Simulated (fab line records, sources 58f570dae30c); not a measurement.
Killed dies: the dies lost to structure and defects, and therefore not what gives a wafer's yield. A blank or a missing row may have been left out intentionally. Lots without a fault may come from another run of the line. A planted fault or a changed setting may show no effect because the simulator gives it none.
Tool commonality check + flow berkeley cmos170 + 16 lots and 48 wafers in the sample

== WHAT PROMPTED THE OPENING ==
4 of 16 lots carry a flag on the reading ACTIVE_OVL at UCB170_ACTIVE_OVL_MEAS_14. Wafers without a fault read 2 nm, standard deviation 5.
Rule: a lot is flagged in two cases, either no wafer of it has a number, or all its wafers with numbers fall more than 4 standard deviations from that mean. As for the other lots, they are considered sound.

| lot  | measured    | on         | ACTIVE_OVL (nm), wafer by wafer | flag    |
|------|-------------|------------|---------------------------------|---------|
| L411 | day 4 12:11 | overlay-01 | 2 2 4                           |         |
| L412 | day 5 05:51 | overlay-02 | 4 1 -3                          |         |
| L413 | day 5 06:08 | overlay-01 | 3 -2 6                          |         |
| L414 | day 5 11:26 | overlay-01 | 0 -3 -3                         |         |
| L416 | day 5 18:23 | overlay-01 | 4 11 7                          |         |
| L418 | day 6 02:44 | overlay-02 | -2 3 -3                         |         |
| L417 | day 6 02:58 | overlay-01 | 3 3 5                           |         |
| L419 | day 6 13:50 | overlay-02 | 1 7 -2                          |         |
| L422 | day 7 00:38 | overlay-01 | -2 5 6                          |         |
| L420 | day 7 00:40 | overlay-02 | 7 1 6                           |         |
| L421 | day 7 00:55 | overlay-02 | -8 -3 0                         |         |
| L425 | day 8 14:53 | overlay-02 | 277 273 276                     | FLAGGED |
| L427 | day 8 14:55 | overlay-01 | 277 281 281                     | FLAGGED |
| L426 | day 8 15:10 | overlay-01 | 270 268 266                     | FLAGGED |
| L430 | day 9 06:25 | overlay-02 | 3 1 6                           |         |
| L432 | day 9 12:49 | overlay-01 | 275 270 272                     | FLAGGED |
Average over the flagged lots: 274 nm; offset from the usual +272 nm, equal to +54 standard deviations.

== WHICH TOOL EACH LOT WENT THROUGH ==
The record holds 1 process step before the reading, out of a route of 331 steps. In each cell: the tool, then ch and the chambers that the sampled wafers went through, then the start.
| lot  | flag    | UCB170_ACTIVE_EXPOSE_10          |
|------|---------|----------------------------------|
| L411 |         | krf scanner-01 ch 0, day 4 11:41 |
| L412 |         | krf scanner-02 ch 0, day 5 05:20 |
| L413 |         | krf scanner-02 ch 0, day 5 05:31 |
| L414 |         | krf scanner-01 ch 0, day 5 10:55 |
| L416 |         | krf scanner-02 ch 0, day 5 17:49 |
| L418 |         | krf scanner-02 ch 0, day 6 01:54 |
| L417 |         | krf scanner-01 ch 0, day 6 02:05 |
| L419 |         | krf scanner-02 ch 0, day 6 13:07 |
| L422 |         | krf scanner-01 ch 0, day 6 23:23 |
| L420 |         | krf scanner-01 ch 0, day 6 23:19 |
| L421 |         | krf scanner-02 ch 0, day 6 23:37 |
| L425 | FLAGGED | krf scanner-01 ch 0, day 8 14:00 |
| L427 | FLAGGED | krf scanner-01 ch 0, day 8 14:10 |
| L426 | FLAGGED | krf scanner-01 ch 0, day 8 14:16 |
| L430 |         | krf scanner-02 ch 0, day 9 05:11 |
| L432 | FLAGGED | krf scanner-01 ch 0, day 9 12:07 |
What the steps here do:
- UCB170_ACTIVE_EXPOSE_10: exposes mask ACTIVE, target cd 1200 nm.
- UCB170_ACTIVE_OVL_MEAS_14

== FLAGGED OVER TOTAL, TOOL BY TOOL (the gauges that took the reading come last) ==
| step                      | tool           | lots run | flagged | share of the flagged lots | sound lots run after its first flagged lot |
|---------------------------|----------------|----------|---------|---------------------------|--------------------------------------------|
| UCB170_ACTIVE_EXPOSE_10   | krf scanner-01 | 9        | 4       | all                       | 0                                          |
| UCB170_ACTIVE_EXPOSE_10   | krf scanner-02 | 7        | 0       | none                      | -                                          |
| UCB170_ACTIVE_OVL_MEAS_14 | overlay-01     | 9        | 3       | some                      | 0                                          |
| UCB170_ACTIVE_OVL_MEAS_14 | overlay-02     | 7        | 1       | some                      | 1 (L430)                                   |

== WHAT IS ALLOWED BY THE TABLE ==
Rows of the table that ran each flagged lot: 1, that is krf scanner-01 at UCB170_ACTIVE_EXPOSE_10.
- krf scanner-01 at UCB170_ACTIVE_EXPOSE_10 ran 9 lots, 4 of them flagged. It ran its last sound lot, L422, at day 6 23:23 and its first flagged lot, L425, at day 8 14:00: a fault with its onset between the two fits.
Just one tool remains: krf scanner-01 at UCB170_ACTIVE_EXPOSE_10.

== WHAT THE SIMULATOR HAD INSERTED ==
Scanner matching overlay: krf scanner-01, from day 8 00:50 on, at UCB170_ACTIVE_EXPOSE_10. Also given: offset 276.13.
Shown lots that were struck: L425, L427, L426, L432. The rule above reached the same finding.
